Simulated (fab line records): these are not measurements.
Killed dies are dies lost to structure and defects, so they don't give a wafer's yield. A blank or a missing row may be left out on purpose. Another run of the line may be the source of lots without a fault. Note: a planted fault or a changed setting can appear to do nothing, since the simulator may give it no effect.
A lot that was struck, set against a sound lot -- flow rit cmos -- 18 steps out of a route of 202
Sound: these wafers, L411.2, L411.5, L411.6. The struck wafers were L420.1, L420.2, L420.5. The cause comes at the end.
At each step with rows: each side's tool, then ch and its chambers, then its first start. Under that, the readings that differ: sound wafers -- struck wafers -- difference of the means -- sigmas: that difference in standard deviations of wafers without a fault.
alike: readings whose means differ by less than 2 such deviations, and words and numbers that are the same on both sides. not compared: withheld readings, readings that some wafer has no value for, bounds like >300 that may hide the same value, and numbers for which the record gives no deviation and whose values overlap.
A row with sigmas, a row that says differs or no value, or rows on one side alone: a step with any of these is where the two part. Numbers that don't overlap but have no deviation are shown without sigmas and don't part them. A reading that every wafer of one side lacks parts them only if that side has two wafers or more.

RIT_CONTACT_OVL_MEAS_09:
  sound on overlay-02 at day 3 08:16; struck on overlay-02 at day 5 07:37
  alike: CONTACT_OVL
then, 1 step without rows for these wafers: RIT_CONTACT_HARDBAKE_10 (time 60 s).
RIT_CONTACT_ETCH_11: etches SiO2 in CHF3/CF4/Ar, stops on TiSi2, target depth 480 nm, time 320 s.
  sound on rie diel-04 ch 0,1, day 3 08:26; struck on rie diel-01 ch 0,2, day 5 07:48
reading,sound,struck,difference,sigmas
oes product au (a.u.),0.996 1.007 1.000,0.968 0.983 0.964,-0.029,-2
  alike: O2_flow_sccm, drypump motor current A, throttle valve pct
  not compared: rf hours counter h
RIT_CONTACT_STRIP_12: strips in O2, time 180 s.
  sound on plasma asher-02 ch 0,1, day 3 08:38; struck on plasma asher-01 ch 0,1, day 5 07:59
  alike: drypump motor current A, rf refl power W
  not compared: rf hours counter h
RIT_CONTACT_CD_MEAS_90: target cd 1000 nm.
  sound on cd sem-01 at day 3 08:50; struck on cd sem-02 at day 5 08:10
  alike: cd nm
then, 2 steps without rows for these wafers: RIT_CONTACT_CLEAN_13 (cleans in SC1, time 600 s); RIT_CONTACT_CLEAN_14 (cleans in SC2, time 600 s).
RIT_M1_SPUTTER_00: material Al, target thk 400 nm, time 500 s.
  sound on pvd sputter-03 at day 3 09:17; struck on pvd sputter-02 at day 5 08:38
  alike: throttle valve pct
RIT_M1_RS_MEAS_01: measures by four-point-probe.
  sound on film metro-03 at day 3 09:36; struck on film metro-01 at day 5 08:56
  alike: M1_AL_RS
RIT_M1_THK_MEAS_02: measures by xrf.
  sound on film metro-03 at day 3 09:43; struck on film metro-01 at day 5 09:03
  alike: M1_AL_THK
then, 2 steps without rows for these wafers: RIT_M1_HMDS_03 (prime time 60 s); RIT_M1_COAT_04 (resist thk 1300 nm).
RIT_M1_SOFTBAKE_05: time 60 s.
  sound on litho track-04 ch 0, day 3 10:05; struck on litho track-04 ch 0, day 5 09:25
reading,sound,struck,difference,sigmas
heater power total W (W),34.54 34.53 34.53,37.69 37.73 37.73,+3.18,+62
plate temp C (C),89.96 90.15 90.08,95.65 95.89 95.81,+5.72,+48
model.NOVOLAK_of_M1_COAT_04.thk nm (nm),1303 1298 1304,1275 1277 1278,-25,
then, 2 steps without rows for these wafers: RIT_M1_EXPOSE_06 (exposes mask M12, target cd 2600 nm); RIT_M1_PEB_07.
RIT_M1_DEVELOP_08: develop time 68 s.
  sound on litho track-04 ch 0; struck on litho track-02 ch 0
reading,sound,struck,difference,sigmas
model.NOVOLAK_of_M1_COAT_04.thk nm (nm),1302 1298 1303,1274 1277 1277,-25,
RIT_M1_CD_MEAS_09: target cd 2600 nm.
  sound on cd sem-02 at day 3 10:47; struck on cd sem-01 at day 5 09:59
reading,sound,struck,difference,sigmas
cd nm (nm),2601.0 2601.0 2602.2,2594.8 2596.8 2593.5,-6.4,-3
RIT_M1_PROBE_99:
  the record has rows for the struck wafers here (prober-02, day 5 12:39) and none for the sound ones

WHERE THEY PART
Earliest at RIT_CONTACT_ETCH_11; latest, in this record, at RIT_M1_PROBE_99.

WHY: what had been put in by the simulator
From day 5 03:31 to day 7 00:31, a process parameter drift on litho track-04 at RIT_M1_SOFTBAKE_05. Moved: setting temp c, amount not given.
